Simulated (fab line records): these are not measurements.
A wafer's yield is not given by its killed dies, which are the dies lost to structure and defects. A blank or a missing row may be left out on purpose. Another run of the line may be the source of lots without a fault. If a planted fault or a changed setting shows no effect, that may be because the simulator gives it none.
A single fault, viewed from 2 desks | flow rit_cmos | each desk has only its own numbers; what lay behind them comes last

## AT THE METROLOGY DESK
What the gauges read, lot by lot, whatever tool the lot ran on: means of the sampled wafers that have a number. Any lot whose mean is over 4 standard deviations away from the usual mean is out of limits and marked OUT; that distance is given in the brackets.
Columns: A = NRETRO_TW at RIT_NRETRO_TW_MEAS_10, usual 1048; B = M1_BOW at RIT_M1_BOW_MEAS_16, usual 16 um
lot  | first seen here | A               | B
L944 | day 2 05:28     | 1041            | 16
L945 | day 2 11:49     | 1045            | 26
L946 | day 2 16:44     | 1042            | 10
L948 | day 3 02:55     | 1097 (+9.7) OUT | 19
L949 | day 3 07:17     | 1095 (+9.5) OUT | 15
L950 | day 3 12:13     | 1100 (+10) OUT  | 13
L956 | day 4 17:26     | 1047            | 16
L957 | day 4 23:14     | 1052            | 10
L958 | day 5 05:41     | 1054            | 14
L962 | day 6 00:16     | 1048            | 16
L963 | day 6 05:29     | 1050            | 23
L964 | day 6 10:26     | 1044            | 18
L965 | day 6 14:31     | 1042            | 16
L966 | day 6 19:29     | 1052            | 13
L967 | day 7 00:23     | 1056            | 16
Per this desk, out of limits: L948, L949, L950; the first was L948, day 3 02:55 (NRETRO_TW at RIT_NRETRO_TW_MEAS_10). L944, L945, L946, L956, L957, L958, L962, L963, L964, L965, L966, L967 stayed within limits.

## THE TOOL OWNER'S DESK: implanter-02
The tool's own readings at RIT_NRETRO_IMPLANT_08: means of the sampled wafers that have a number, for each lot that ran on this tool. Any lot whose mean is over 4 standard deviations away from the usual mean is out of limits and marked OUT; that distance is given in the brackets.
Columns: A = dose_ions_cm2 at RIT_NRETRO_IMPLANT_08, usual 1.0001e+13; B = end_station_pressure_torr at RIT_NRETRO_IMPLANT_08, usual 5.04e-06 Torr; C = faraday_current_uA at RIT_NRETRO_IMPLANT_08, usual 31.8
lot  | first seen here | A                            | B        | C
L944 | day 2 05:10     | 9.9997e+12                   | 5.17e-06 | 31.9
L948 | day 3 02:36     | 1.1515e+13 (+99 or more) OUT | 4.98e-06 | 37.0 (+7.8) OUT
L949 | day 3 06:58     | 1.1542e+13 (+99 or more) OUT | 5.05e-06 | 37.2 (+8.1) OUT
L950 | day 3 11:54     | 1.1537e+13 (+99 or more) OUT | 5.26e-06 | 36.4 (+6.9) OUT
L965 | day 6 14:12     | 1.0003e+13                   | 5.20e-06 | 32.0
L967 | day 7 00:04     | 9.9963e+12                   | 5.15e-06 | 32.0
This desk's verdict: out of limits on L948, L949, L950, starting with L948 at day 3 02:36 (dose_ions_cm2 at RIT_NRETRO_IMPLANT_08). L944, L965, L967 stayed within limits.

## TAKEN TOGETHER
An alarm could have come from the tool owner's desk at day 3 02:36, on L948, L949, L950.
Metrology desk: alarm possible at day 3 02:55 on L948, L949, L950.
Every lot named ran RIT_NRETRO_IMPLANT_08 on implanter-02.

## WHAT HAD BEEN PUT IN BY THE SIMULATOR
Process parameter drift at RIT_NRETRO_IMPLANT_08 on implanter-02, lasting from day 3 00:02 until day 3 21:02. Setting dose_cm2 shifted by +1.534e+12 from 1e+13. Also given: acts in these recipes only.
Shown lots that were struck: L948, L949, L950.
Fault start to first reading out of limits, in hours, per desk: tool owner, 3; metrology, 3.
